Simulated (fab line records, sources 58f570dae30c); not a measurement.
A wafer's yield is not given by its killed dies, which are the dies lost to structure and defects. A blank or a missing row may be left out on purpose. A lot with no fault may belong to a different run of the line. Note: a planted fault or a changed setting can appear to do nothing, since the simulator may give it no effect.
2 desks looking at one fault :: flow berkeley_cmos170 :: what lay behind the numbers comes last; until then each desk has only its own

AT THE METROLOGY DESK
Lot by lot, what the gauges showed, no matter which tool ran the lot: averages of those sampled wafers that carry a number. If a lot's mean is further than 4 standard deviations from the usual mean, the lot is out of limits and carries the mark OUT (the distance appears in the brackets).
Columns: A = SPACER_TEOS_THK at UCB170_SPACER_THK_MEAS_01, usual 377 nm
lot: L886
first seen here: day 7 14:23
A: 373

lot: L887
first seen here: day 7 14:34
A: 384

lot: L888
first seen here: day 7 14:40
A: 375

lot: L889
first seen here: day 8 08:25
A: 375

lot: L890
first seen here: day 8 09:11
A: 381

lot: L891
first seen here: day 8 18:42
A: 375

lot: L893
first seen here: day 9 06:52
A: 375

lot: L894
first seen here: day 9 17:49
A: 376

lot: L897
first seen here: day 10 01:46
A: 375

lot: L900
first seen here: day 10 13:09
A: 377

lot: L899
first seen here: day 11 03:13
A: 378

lot: L903
first seen here: day 11 03:53
A: 377

lot: L901
first seen here: day 11 04:04
A: 376

lot: L907
first seen here: day 12 12:12
A: 373

lot: L905
first seen here: day 12 13:21
A: 376
This desk's verdict: no lot among the 15 shows anything out of limits.

THE TOOL OWNER'S DESK: rtp_anneal-01
Per lot that ran on this tool, the mean of the sampled wafers carrying a number, from the tool's own readings at UCB170_SILICIDE_RTA_04 (time 15.51 s). If a lot's mean is further than 4 standard deviations from the usual mean, the lot is out of limits and carries the mark OUT (the distance appears in the brackets).
Columns: A = anneal_temp_c_max at UCB170_SILICIDE_RTA_04, usual 652.9; B = chamber_o2_ppm at UCB170_SILICIDE_RTA_04, usual 2.003; C = lamp_power_pct at UCB170_SILICIDE_RTA_04, usual 9.8 %; D = wafer_temp_C_max at UCB170_SILICIDE_RTA_04, usual 652.2
lot: L886
first seen here: day 8 05:26
A: 653.8
B: 1.984
C: 9.3
D: 652.0

lot: L888
first seen here: day 8 06:12
A: 653.9
B: 1.983
C: 9.3
D: 651.8

lot: L894
first seen here: day 10 07:02
A: 654.4
B: 2.023
C: 9.3
D: 651.4

lot: L900
first seen here: day 11 03:24
A: 653.0
B: 62.002 (+99 or more) OUT
C: 9.3
D: 651.6

lot: L899
first seen here: day 11 15:38
A: 653.2
B: 62.006 (+99 or more) OUT
C: 9.3
D: 652.0

lot: L901
first seen here: day 11 16:10
A: 653.7
B: 61.994 (+99 or more) OUT
C: 9.3
D: 652.0
This desk's verdict: out of limits on L899, L900, L901, starting with L900 at day 11 03:24 (chamber_o2_ppm at UCB170_SILICIDE_RTA_04). In limits: L886, L888, L894.

PUT TOGETHER
The tool owner's desk could have raised an alarm at day 11 03:24, on L899, L900, L901.
At the metrology desk, nothing out of limits was observed.
The metrology desk has L899, L900, L901 on record, within its limits.
On rtp_anneal-01, each named lot ran UCB170_SILICIDE_RTA_04.

WHAT THE SIMULATOR HAD INSERTED
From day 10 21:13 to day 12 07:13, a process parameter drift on rtp_anneal-01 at UCB170_SILICIDE_RTA_04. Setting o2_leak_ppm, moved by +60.
Lots struck among those shown: L899, L900, L901.
How many hours passed from the start of the fault until each desk's first out-of-limits reading: the tool owner's desk, 6.
